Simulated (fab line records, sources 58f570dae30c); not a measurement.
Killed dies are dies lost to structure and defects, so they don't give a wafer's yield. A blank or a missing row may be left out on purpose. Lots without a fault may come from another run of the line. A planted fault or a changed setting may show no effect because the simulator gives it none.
fab line records | flow berkeley_cmos170
record lots=15 wafers=45 last_day=11
route steps=331 shown ZERO@13 NVT@112 GATE@130 NLDD@164
lots that met no fault: from a run of the same line without faults
start_h: hours from the record's first day to the start of the lot's first wafer shown | wait_h: hours since the lot's step before | " the same as in the row above | L1.1+2: a row that stands for several wafers | - no value, or no start given | * or withheld: withheld | < > ~ a bound
route shown NAME@n: a module of which the file shows steps, and the number in the route of the first | usual: mean/standard deviation of fault-free wafers | same: alike in all rows | chamber/n: place in a boat | sites: the reading at each site | _std_site: their standard deviation | _edge_site: outer sites' mean less inner sites' | radius_mm: how far each site lies from the wafer's centre | mask NAME#n: copy n | behind: the tool/chamber that last shaped the wafer | hold: why the lot was held/for how many hours/how that ended | device: the transistor (n, p or np) that didn't switch | end of line: the same wafers' tests at the end of the route | a step without rows: its recipe alone | killed: dies lost to structure and defects at the first sort, not the wafer's yield | map: a wafer's dies, x killed, . not, _ none there
set.NAME: the setting as run; set.NAME@STEP: as run at that earlier step | model.NAME: the simulator's own value behind a step, which no gauge read
steps of the route over a sample of lots; a table a step, a row a wafer
services: from which hour (start_h, from the record's first day; less than 0 if before it) a tool's chamber was out of use, for how many hours, and why
## steps
# step UCB170_ZERO_STRIP_07
# recipe chemistry=O2 power_w=400 pressure_mtorr=3500 platen_temp_c=withheld o2_flow_sccm=400 overash_fraction=0.5
# usual drypump_motor_current_A=5.52/0.26 o2_flow_sccm=400.2/1.3 oes_product_au=0.728/0.005 strip_time_to_endpoint_s=21.47/0.063
# same overash_fraction=0.5
# columns lot.wafer tool chamber start_h wait_h drypump_motor_current_A o2_flow_sccm oes_product_au rf_hours_counter_h strip_time_to_endpoint_s
L465.1 plasma_asher-01 1 26.16 0.0 5.37 399.7 0.729 30 21.46
L465.3 " 0 " " 5.49 400.2 0.727 - 21.45
L465.6 " 1 " " 5.38 401.5 0.726 - 21.50
L467.2 plasma_asher-04 0 37.94 0.0 6.00 400.6 0.733 36 21.52
L467.3 " 1 " " 5.23 400.4 0.727 - 21.48
L467.4 " 0 " " 6.00 396.9 0.712 - 21.50
L468.1 plasma_asher-04 0 43.10 0.0 6.02 399.6 0.726 36 21.42
L468.4 " 1 " " 5.22 399.1 0.726 - 21.55
L468.5 " 1 " " 5.22 398.5 0.731 - 21.55
L470.3 plasma_asher-04 1 53.31 0.0 5.23 399.3 0.730 - 21.45
L470.4 " 0 " " 6.05 399.7 0.728 - 21.41
L470.6 " 1 " " 5.23 400.8 0.732 - 21.36
L472.3 plasma_asher-04 1 67.12 0.0 5.23 400.1 0.728 - 21.46
L472.5 " 1 " " 5.23 400.3 0.728 - 21.50
L472.6 " 0 " " 6.04 400.7 0.727 - 21.37
L474.2 plasma_asher-01 1 73.34 0.0 5.37 402.0 0.730 36 21.40
L474.4 " 1 " " 5.37 401.8 0.727 - 21.38
L474.5 " 1 " " 5.38 404.2 0.722 - 21.41
L475.2 plasma_asher-01 1 78.35 0.0 5.37 402.1 0.727 37 21.54
L475.4 " 0 " " 5.44 398.3 0.725 - 21.52
L475.5 " 1 " " 5.38 400.5 0.726 - 21.47
L476.4 plasma_asher-04 1 84.37 0.0 5.24 400.2 0.730 - 21.44
L476.5 " 0 " " 6.03 398.6 0.726 - 21.41
L476.6 " 1 " " 5.23 401.8 0.721 - 21.35
L479.2 plasma_asher-01 0 98.07 0.0 5.52 401.8 0.725 39 21.49
L479.3 " 1 " " 5.36 400.5 0.733 - 21.48
L479.5 " 1 " " 5.38 402.4 0.720 - 21.54
L481.1 plasma_asher-04 0 112.05 0.0 6.01 399.8 0.737 45 21.47
L481.2 " 1 " " 5.22 401.3 0.735 45 21.46
L481.5 " 1 " " 5.23 402.3 0.731 - 21.50
L482.2 plasma_asher-01 1 114.99 0.0 5.40 400.7 0.736 42 21.60
L482.4 " 1 " " 5.37 400.8 0.719 - 21.56
L482.5 " 0 " " 5.51 400.2 0.731 - 21.56
L483.2 plasma_asher-01 0 118.34 0.0 5.54 403.9 0.730 42 21.52
L483.3 " 1 " " 5.41 400.0 0.736 - 21.55
L483.6 " 0 " " 5.53 400.7 0.728 - 21.53
L484.1 plasma_asher-04 1 121.14 0.0 5.24 401.6 0.734 46 21.46
L484.2 " 0 " " 6.05 400.8 0.723 46 21.53
L484.5 " 1 " " 5.24 399.4 0.738 - 21.51
L485.2 plasma_asher-01 0 127.57 0.0 5.49 398.6 0.728 43 21.45
L485.5 " 0 " " 5.51 398.9 0.730 - 21.37
L485.6 " 1 " " 5.36 400.2 0.727 - 21.41
L486.1 plasma_asher-04 1 130.49 0.0 5.22 399.8 0.728 47 21.39
L486.2 " 0 " " 6.05 398.1 0.729 47 21.49
L486.4 " 1 " " 5.23 402.5 0.728 - 21.42
# step UCB170_NVT_STRIP_08
# recipe chemistry=O2 power_w=400 pressure_mtorr=3500 platen_temp_c=withheld o2_flow_sccm=400 overash_fraction=0.5
# usual drypump_motor_current_A=5.59/0.28 o2_flow_sccm=400.1/1.3 oes_product_au=0.735/0.0044 strip_time_to_endpoint_s=21.64/0.061
# same overash_fraction=0.5
# columns lot.wafer tool chamber start_h wait_h drypump_motor_current_A o2_flow_sccm oes_product_au rf_hours_counter_h strip_time_to_endpoint_s
L465.1 plasma_asher-04 0 105.21 0.1 6.03 399.8 0.730 44 21.58
L465.3 " 0 " " 6.05 399.8 0.734 - 21.59
L465.6 " 1 " " 5.23 399.1 0.736 - 21.58
L468.1 plasma_asher-04 0 124.03 0.1 6.02 399.7 0.732 46 21.72
L468.4 " 1 " " 5.24 401.5 0.742 - 21.66
L468.5 " 0 " " 6.01 400.2 0.738 - 21.68
L467.2 plasma_asher-04 1 124.75 0.1 5.22 400.4 0.733 47 21.59
L467.3 " 1 " " 5.22 401.0 0.733 - 21.61
L467.4 " 0 " " 5.99 400.9 0.738 - 21.59
L470.3 plasma_asher-02 0 131.35 0.1 5.57 399.6 0.734 - 21.72
L470.4 " 1 " " 5.54 398.2 0.738 - 21.78
L470.6 " 1 " " 5.54 399.7 0.737 - 21.71
L472.3 plasma_asher-04 1 150.52 0.1 5.23 400.7 0.736 - 21.77
L472.5 " 0 " " 6.03 400.8 0.730 - 21.73
L472.6 " 1 " " 5.23 399.8 0.738 - 21.70
L474.2 plasma_asher-03 1 157.33 0.1 5.68 402.6 0.730 5 21.69
L474.4 " 0 " " 5.40 397.9 0.737 - 21.62
L474.5 " 1 " " 5.69 402.3 0.740 - 21.74
L475.2 plasma_asher-04 0 167.15 0.1 6.03 399.8 0.727 51 21.53
L475.4 " 0 " " 6.03 400.3 0.730 - 21.47
L475.5 " 1 " " 5.23 400.6 0.737 - 21.50
L476.4 plasma_asher-02 1 167.71 0.1 5.54 399.6 0.744 - 21.63
L476.5 " 1 " " 5.51 399.7 0.736 - 21.63
L476.6 " 0 " " 5.54 401.8 0.733 - 21.66
L479.2 plasma_asher-04 0 190.41 0.1 6.05 399.9 0.732 54 21.56
L479.3 " 1 " " 5.22 401.8 0.730 - 21.65
L479.5 " 1 " " 5.20 399.6 0.737 - 21.60
L481.1 plasma_asher-04 0 201.11 0.1 6.02 400.7 0.737 56 21.67
L481.2 " 1 " " 5.23 402.3 0.733 56 21.68
L481.5 " 1 " " 5.24 401.4 0.732 - 21.62
L482.2 plasma_asher-04 1 210.71 0.1 5.25 401.0 0.736 57 21.64
L482.4 " 0 " " 6.06 399.9 0.735 - 21.69
L482.5 " 0 " " 6.04 399.4 0.736 - 21.64
L483.2 plasma_asher-03 0 211.44 0.1 5.41 399.8 0.737 10 21.67
L483.3 " 0 " " 5.41 400.1 0.732 - 21.73
L483.6 " 0 " " 5.41 399.3 0.740 - 21.65
L484.1 plasma_asher-02 0 215.82 0.1 5.58 401.3 0.735 46 21.58
L484.2 " 1 " " 5.53 401.1 0.732 46 21.55
L484.5 " 0 " " 5.58 400.0 0.741 - 21.62
L485.2 plasma_asher-03 1 216.06 0.1 5.66 397.2 0.733 11 21.66
L485.5 " 1 " " 5.72 398.9 0.743 - 21.68
L485.6 " 0 " " 5.41 400.0 0.736 - 21.62
L486.1 plasma_asher-03 0 220.35 0.1 5.40 398.1 0.736 11 21.64
L486.2 " 1 " " 5.70 400.8 0.732 11 21.72
L486.4 " 1 " " 5.69 398.6 0.742 - 21.64
# step UCB170_GATE_CVD_04
# recipe material=poly-Si temp_c=610 precursor=SiH4 time_s=1440 pressure_mtorr=375 target_thk_nm=214 sih4_flow_sccm=120
# usual spike_tc_centre_C=611.0/1.3 susceptor_temp_C=609.96/0.3
# columns lot.wafer tool chamber start_h wait_h spike_tc_centre_C susceptor_temp_C
L465.1 lpcvd-01 0 115.50 0.0 610.3 609.97
L465.3 " 0 " " 610.9 609.67
L465.6 " 0 " " 609.6 609.94
L467.2 lpcvd-01 0 134.44 0.8 608.9 610.54
L467.3 " 0 " " 609.6 610.02
L467.4 " 0 " " 611.0 610.44
L468.1 lpcvd-01 0 134.44 0.8 609.7 610.34
L468.4 " 0 " " 609.7 610.09
L468.5 " 0 " " 610.7 610.21
L470.3 lpcvd-01 1 144.99 0.0 612.2 609.94
L470.4 " 1 " " 613.3 609.68
L470.6 " 1 " " 610.7 610.02
L472.3 lpcvd-01 0 165.81 0.0 609.6 610.15
L472.5 " 0 " " 608.9 609.70
L472.6 " 0 " " 609.2 609.72
L474.2 lpcvd-02 0 170.23 0.5 611.4 609.60
L474.4 " 0 " " 612.0 609.48
L474.5 " 0 " " 610.3 609.63
L475.2 lpcvd-02 1 176.72 0.0 611.6 609.93
L475.4 " 1 " " 609.6 609.80
L475.5 " 1 " " 608.4 610.00
L476.4 lpcvd-02 0 176.72 0.0 610.6 609.95
L476.5 " 0 " " 611.5 610.23
L476.6 " 0 " " 613.1 609.95
L479.2 lpcvd-02 0 201.34 0.0 612.1 609.43
L479.3 " 0 " " 611.0 610.07
L479.5 " 0 " " 610.9 609.73
L481.1 lpcvd-01 0 212.37 0.0 620.3 610.01
L481.2 " 0 " " 623.5 610.00
L481.5 " 0 " " 623.3 610.55
L482.2 lpcvd-01 0 220.09 0.0 621.8 609.86
L482.4 " 0 " " 623.5 610.15
L482.5 " 0 " " 621.6 609.31
L483.2 lpcvd-01 1 220.09 0.0 623.8 610.06
L483.3 " 1 " " 626.0 609.56
L483.6 " 1 " " 625.1 609.82
L484.1 lpcvd-02 0 225.56 0.0 610.1 610.07
L484.2 " 0 " " 612.8 609.96
L484.5 " 0 " " 609.7 609.71
L485.2 lpcvd-02 0 225.56 0.0 611.3 610.17
L485.5 " 0 " " 608.1 610.34
L485.6 " 0 " " 612.1 610.11
L486.1 lpcvd-02 1 233.81 0.0 611.9 609.63
L486.2 " 1 " " 612.0 609.93
L486.4 " 1 " " 611.8 609.87
# step UCB170_GATE_THK_MEAS_05
# recipe reads=poly-Si_of_GATE_CVD_04
# usual GATE_POLY_THK=212.3/2.5
# columns lot.wafer tool chamber start_h wait_h GATE_POLY_THK[nm]
L465.1 film_metro-04 - 116.90 0.0 213.2
L465.3 " - " " 212.0
L465.6 " - " " 211.7
L468.1 film_metro-01 - 136.54 0.0 213.4
L468.4 " - " " 213.3
L468.5 " - " " 214.0
L467.2 film_metro-03 - 136.55 0.0 213.3
L467.3 " - " " 214.2
L467.4 " - " " 213.0
L470.3 film_metro-03 - 146.41 0.0 208.3
L470.4 " - " " 211.3
L470.6 " - " " 209.5
L472.3 film_metro-01 - 167.23 0.0 213.9
L472.5 " - " " 213.8
L472.6 " - " " 213.8
L474.2 film_metro-01 - 171.64 0.0 211.9
L474.4 " - " " 215.0
L474.5 " - " " 213.1
L475.2 film_metro-04 - 178.14 0.0 214.3
L475.4 " - " " 212.0
L475.5 " - " " 214.6
L476.4 film_metro-03 - 178.15 0.0 207.5
L476.5 " - " " 210.6
L476.6 " - " " 208.1
L479.2 film_metro-01 - 202.76 0.0 213.0
L479.3 " - " " 214.9
L479.5 " - " " 214.7
L481.1 film_metro-04 - 213.77 0.0 251.2
L481.2 " - " " 254.4
L481.5 " - " " 257.1
L483.2 film_metro-04 - 221.51 0.0 239.8
L483.3 " - " " 231.9
L483.6 " - " " 218.9
L482.2 film_metro-04 - 221.57 0.1 220.3
L482.4 " - " " 229.0
L482.5 " - " " 235.9
L484.1 film_metro-04 - 226.96 0.0 214.9
L484.2 " - " " 214.6
L484.5 " - " " 215.4
L485.2 film_metro-03 - 226.97 0.0 211.6
L485.5 " - " " 212.5
L485.6 " - " " 211.7
L486.1 film_metro-04 - 235.21 0.0 215.2
L486.2 " - " " 215.0
L486.4 " - " " 214.3
# step UCB170_GATE_ETCH_15
# recipe chemistry=HBr/Cl2 target=poly-Si stop_on=SiO2 over_etch_frac=0.3 icp_w=300 bias_w=150 time_s=56.3 pressure_mtorr=15 HBr_flow_sccm=150 Cl2_flow_sccm=50 target_depth_a=2782
# usual HBr_flow_sccm=149.9/0.4 drypump_motor_current_A=5.16/0.26 oes_product_au=0.832/0.0097 throttle_valve_pct=26.5/0.32
# columns lot.wafer tool chamber start_h wait_h HBr_flow_sccm drypump_motor_current_A oes_product_au rf_hours_counter_h throttle_valve_pct
L465.1 rie_si-01 1 119.05 - 149.5 5.53 0.847 19 26.1
L465.3 " 3 " " 149.3 4.93 0.823 27 26.5
L465.6 " 1 " " 149.4 5.52 0.839 - 26.1
L468.1 rie_si-02 1 137.80 - 149.6 5.36 0.834 37 26.0
L468.4 " 0 " " 150.0 4.80 0.836 15 26.3
L468.5 " 0 " " 150.0 4.78 0.832 - 26.3
L467.2 rie_si-02 1 138.12 - 150.3 5.32 0.828 37 26.0
L467.3 " 3 " " 149.7 5.48 0.841 43 26.8
L467.4 " 2 " " 149.4 4.97 0.821 106 26.8
L470.3 rie_si-01 0 147.49 - 150.1 5.31 0.812 64 26.7
L470.4 " 3 " " 149.9 4.90 0.824 27 26.5
L470.6 " 1 " " 149.8 5.49 0.831 - 26.1
L472.3 rie_si-02 3 169.34 - 150.2 5.47 0.837 43 26.8
L472.5 " 0 " " 149.6 4.77 0.842 - 26.3
L472.6 " 3 " " 149.5 5.48 0.839 - 26.8
L474.2 rie_si-01 3 173.00 - 149.9 4.92 0.823 27 26.5
L474.4 " 2 " " 150.6 5.01 0.845 78 26.7
L474.5 " 1 " " 149.2 5.50 0.842 - 26.1
L476.4 rie_si-02 3 179.22 - 150.2 5.46 0.818 43 26.8
L476.5 " 2 " " 150.2 4.95 0.822 - 26.8
L476.6 " 1 " " 150.3 5.35 0.824 - 26.0
L475.2 rie_si-01 0 180.18 - 150.0 5.29 0.831 64 26.7
L475.4 " 2 " " 149.8 5.00 0.839 78 26.7
L475.5 " 3 " " 150.4 4.90 0.833 - 26.5
L479.2 rie_si-01 2 204.17 - 150.5 5.00 0.835 78 26.7
L479.3 " 0 " " 150.4 5.32 0.832 64 26.7
L479.5 " 1 " " 149.5 5.51 0.844 - 26.1
L481.1 rie_si-02 3 214.87 - 149.5 5.44 0.936 44 26.8
L481.2 " 2 " " 149.9 4.94 0.933 106 26.9
L481.5 " 2 " " 149.1 4.98 0.949 - 26.9
L483.2 rie_si-01 1 222.73 - 150.3 5.52 0.926 19 26.1
L483.3 " 3 " " 150.3 4.91 0.880 27 26.5
L483.6 " 3 " " 150.5 4.90 0.842 - 26.5
L482.2 rie_si-02 0 222.97 - 149.6 4.77 0.853 15 26.2
L482.4 " 1 " " 150.3 5.33 0.876 37 26.0
L482.5 " 0 " " 149.6 4.78 0.898 - 26.3
L485.2 rie_si-01 3 228.69 - 149.9 4.90 0.823 27 26.5
L485.5 " 0 " " 149.7 5.27 0.827 - 26.7
L485.6 " 1 " " 150.3 5.49 0.835 - 26.1
L484.1 rie_si-02 2 228.96 - 150.1 4.97 0.829 106 26.9
L484.2 " 3 " " 149.4 5.47 0.839 44 26.8
L484.5 " 0 " " 149.8 4.75 0.841 - 26.2
L486.1 rie_si-01 1 236.31 - 150.0 5.50 0.850 19 26.1
L486.2 " 0 " " 149.6 5.28 0.831 64 26.7
L486.4 " 3 " " 150.5 4.90 0.834 27 26.5
# step UCB170_NLDD_CD_MEAS_06
# recipe target_cd_nm=1200
# usual cd_nm=1200.1/1.4
# columns lot.wafer tool chamber start_h wait_h cd_nm
L465.1 cd_sem-02 - 124.92 - 1201.7
L465.3 " - " " 1200.4
L465.6 " - " " 1200.7
L468.1 cd_sem-01 - 141.75 - 1198.4
L468.4 " - " " 1197.7
L468.5 " - " " 1199.1
L467.2 cd_sem-01 - 142.01 - 1198.1
L467.3 " - " " 1199.5
L467.4 " - " " 1200.1
L470.3 cd_sem-01 - 150.58 - 1199.8
L470.4 " - " " 1198.9
L470.6 " - " " 1199.4
L472.3 cd_sem-01 - 172.69 - 1198.0
L472.5 " - " " 1198.8
L472.6 " - " " 1199.0
L474.2 cd_sem-02 - 176.56 - 1200.6
L474.4 " - " " 1200.3
L474.5 " - " " 1201.2
L476.4 cd_sem-01 - 182.31 - 1198.2
L476.5 " - " " 1199.4
L476.6 " - " " 1199.5
L475.2 cd_sem-02 - 183.38 - 1201.1
L475.4 " - " " 1201.7
L475.5 " - " " 1200.8
L479.2 cd_sem-02 - 208.18 - 1199.9
L479.3 " - " " 1201.5
L479.5 " - " " 1200.1
L481.1 cd_sem-02 - 220.79 - 1201.2
L481.2 " - " " 1200.2
L481.5 " - " " 1202.4
L483.2 cd_sem-02 - 226.55 - 1201.1
L483.3 " - " " 1200.4
L483.6 " - " " 1200.0
L482.2 cd_sem-01 - 226.93 - 1200.0
L482.4 " - " " 1199.5
L482.5 " - " " 1200.3
L485.2 cd_sem-01 - 231.96 - 1201.1
L485.5 " - " " 1201.3
L485.6 " - " " 1200.2
L484.1 cd_sem-02 - 232.08 - 1199.7
L484.2 " - " " 1199.9
L484.5 " - " " 1198.7
L486.1 cd_sem-01 - 239.63 - 1201.5
L486.2 " - " " 1203.5
L486.4 " - " " 1204.0
## services
# columns tool chamber start_h hours kind
plasma_asher-02 - 5.30 1.1 repair
lpcvd-01 - 9.54 6.1 pm
rie_si-02 1 24.81 2.0 repair
rie_si-02 1 38.29 2.0 repair
plasma_asher-02 - 45.72 19.6 repair
lpcvd-02 - 48.33 0.8 pm
plasma_asher-04 - 53.88 4.2 repair
lpcvd-02 - 56.21 14.6 pm
plasma_asher-02 - 57.71 1.2 repair
plasma_asher-03 - 67.77 1.9 repair
plasma_asher-03 - 108.75 9.0 pm
plasma_asher-03 0 108.75 9.0 vent_cycle
rie_si-02 - 109.26 2.3 repair
rie_si-01 2 123.92 5.3 repair
plasma_asher-03 - 161.00 4.3 pm
rie_si-01 2 161.99 7.4 repair
lpcvd-02 - 167.03 0.8 repair
plasma_asher-01 - 168.90 10.0 pm
plasma_asher-03 - 192.07 1.9 repair
plasma_asher-02 - 205.49 1.3 repair
rie_si-02 - 213.75 0.2 repair
rie_si-02 2 234.02 - clean
rie_si-02 2 234.02 31.6 scheduled_down
rie_si-02 2 234.02 31.6 vent_cycle
## key
first_sign step=UCB170_GATE_CVD_04 reading=spike_tc_centre_C direction=up sigmas=9.4 usual=611.0 struck=623.2
effect step=UCB170_GATE_THK_MEAS_05 reading=GATE_POLY_THK direction=up sigmas=10 usual=212.3 struck=237.6
effect step=UCB170_GATE_ETCH_15 reading=oes_product_au direction=up sigmas=6.9 usual=0.832 struck=0.899 wafers_moved=8
met_at UCB170_GATE_CVD_04
struck_lots L481,L482,L483
sort_left_out L481.1,L481.2,L481.5
tester_left_out L481,L482,L483
not_acting_at UCB170_ZERO_STRIP_07,UCB170_NVT_STRIP_08,UCB170_NLDD_CD_MEAS_06
onset_between 165.81 212.37
fault kind=process_parameter_drift tool=lpcvd-01 chamber=- onset_h=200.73 steps=UCB170_GATE_CVD_04 channel=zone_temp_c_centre offset=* shape=step end_h=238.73
# tester_left_out: of these lots the tester's yield and bins aren't shown, on N5 and GAA mostly nor the transistor test; their killed dies are dies lost to structure and defects alone, not to doping, threshold or leakage, so they don't give the yield
# sort_left_out: the simulated sort isn't trusted on such a fault, so these wafers' sort isn't shown, and their yield isn't known
